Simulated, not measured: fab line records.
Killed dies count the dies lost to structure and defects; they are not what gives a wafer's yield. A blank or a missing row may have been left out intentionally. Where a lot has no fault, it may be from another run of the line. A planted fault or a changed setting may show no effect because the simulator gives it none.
Tool commonality check	flow berkeleyCmos170	15 lots, 45 wafers sampled

== REASON IT WAS OPENED ==
UCB170_SDANNEAL_RS_MEAS_05, reading NLDD_RS: flagged on 3 of 15 lots. No-fault wafers: 617.0 ohm/sq, standard deviation 1.7.
Rule: a lot is flagged when every wafer of it that has a number lies more than 4 standard deviations from that mean, or none has a number. The rest of the lots are taken to be sound.

lot	measured	on	NLDD_RS (ohm/sq), wafer by wafer	flag
L742	day 7 05:20	filmMetro-04	616.3 616.6 617.6	
L738	day 7 05:22	filmMetro-01	615.6 614.9 616.7	
L739	day 7 05:31	filmMetro-03	613.5 614.9 613.9	
L741	day 7 05:50	filmMetro-01	616.7 619.2 619.2	
L744	day 8 01:11	filmMetro-03	617.4 617.9 617.1	
L747	day 8 22:38	filmMetro-03	585.0 585.8 587.2	FLAGGED
L745	day 8 23:10	filmMetro-03	582.6 582.6 584.7	FLAGGED
L749	day 8 23:40	filmMetro-01	586.6 584.0 582.9	FLAGGED
L751	day 9 07:43	filmMetro-03	620.5 617.9 617.9	
L752	day 9 14:20	filmMetro-01	616.2 614.7 616.0	
L753	day 9 20:16	filmMetro-01	617.0 615.1 616.9	
L757	day 10 13:53	filmMetro-01	616.1 618.8 617.6	
L756	day 10 14:04	filmMetro-03	615.7 615.2 614.3	
L760	day 11 13:18	filmMetro-04	618.2 617.3 615.1	
L761	day 12 01:41	filmMetro-03	617.6 615.2 616.5	
Average over the flagged lots: 584.6 ohm/sq; offset from the usual -32.4 ohm/sq, equal to -19 standard deviations.

== WHICH TOOL EACH LOT WENT THROUGH ==
The record holds 2 process steps before the reading, out of a route of 331 steps. Every cell lists first the tool, next ch and the chambers used by the sampled wafers, and last the start.
lot	flag	UCB170_GATE_STRIP_16	UCB170_NLDD_IMPLANT_08
L742		plasmaAsher-01 ch 0,1, day 6 16:15	implanter-04 ch 0, day 6 19:49
L738		plasmaAsher-03 ch 0,1, day 6 16:22	implanter-03 ch 0, day 6 20:19
L739		plasmaAsher-02 ch 0,1, day 6 16:15	implanter-03 ch 0, day 6 19:32
L741		plasmaAsher-01 ch 0,1, day 6 16:34	implanter-03 ch 0, day 6 20:40
L744		plasmaAsher-03 ch 0,1, day 7 12:59	implanter-03 ch 0, day 7 16:21
L747	FLAGGED	plasmaAsher-01 ch 0,1, day 8 00:28	implanter-03 ch 0, day 8 07:22
L745	FLAGGED	plasmaAsher-03 ch 0,1, day 8 01:34	implanter-03 ch 0, day 8 08:25
L749	FLAGGED	plasmaAsher-01 ch 0,1, day 8 04:43	implanter-03 ch 0, day 8 09:59
L751		plasmaAsher-03 ch 0,1, day 8 17:01	implanter-01 ch 0, day 8 21:16
L752		plasmaAsher-01 ch 0,1, day 9 00:20	implanter-04 ch 0, day 9 03:44
L753		plasmaAsher-01 ch 0,1, day 9 05:24	implanter-01 ch 0, day 9 10:16
L757		plasmaAsher-03 ch 0,1, day 9 21:49	implanter-04 ch 0, day 10 03:22
L756		plasmaAsher-02 ch 0,1, day 9 22:17	implanter-04 ch 0, day 10 03:56
L760		plasmaAsher-02 ch 0,1, day 10 19:58	implanter-01 ch 0, day 11 01:08
L761		plasmaAsher-01 ch 0,1, day 11 08:55	implanter-04 ch 0, day 11 14:05
What these steps do:
- UCB170_GATE_STRIP_16: strips in O2.
- UCB170_NLDD_IMPLANT_08
- UCB170_SDANNEAL_RS_MEAS_05: measures by four-point-probe.

== FLAGGED OVER TOTAL, TOOL BY TOOL (the gauges that took the reading come last) ==
step	tool	lots run	flagged	share of the flagged lots	sound lots run after its first flagged lot
UCB170_GATE_STRIP_16	plasmaAsher-01	7	2	some	3 (L752,L753,L761)
UCB170_GATE_STRIP_16	plasmaAsher-02	3	0	none	-
UCB170_GATE_STRIP_16	plasmaAsher-03	5	1	some	2 (L751,L757)
UCB170_NLDD_IMPLANT_08	implanter-01	3	0	none	-
UCB170_NLDD_IMPLANT_08	implanter-03	7	3	all	0
UCB170_NLDD_IMPLANT_08	implanter-04	5	0	none	-
UCB170_SDANNEAL_RS_MEAS_05	filmMetro-01	6	1	some	3 (L752,L753,L757)
UCB170_SDANNEAL_RS_MEAS_05	filmMetro-03	7	2	some	3 (L751,L756,L761)
UCB170_SDANNEAL_RS_MEAS_05	filmMetro-04	2	0	none	-

== WHAT IS ALLOWED BY THE TABLE ==
In the table, 1 row covers all flagged lots: implanter-03 at UCB170_NLDD_IMPLANT_08.
- implanter-03 at UCB170_NLDD_IMPLANT_08: 3 of its 7 lots flagged. Its last sound lot is L744 (day 7 16:21), its first flagged lot L747 (day 8 07:22): a fault that began between those two fits. Its own readings (beamEnergyKeV) fall more than 4 standard deviations out on all wafers of the flagged lots.
What remains is a single tool, implanter-03 at UCB170_NLDD_IMPLANT_08.

== WHAT THE SIMULATOR HAD INSERTED ==
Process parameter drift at UCB170_NLDD_IMPLANT_08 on implanter-03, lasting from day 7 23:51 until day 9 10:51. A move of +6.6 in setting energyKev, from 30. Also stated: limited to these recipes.
Struck lots among those shown: L747, L745, L749. Same finding as the rule above.
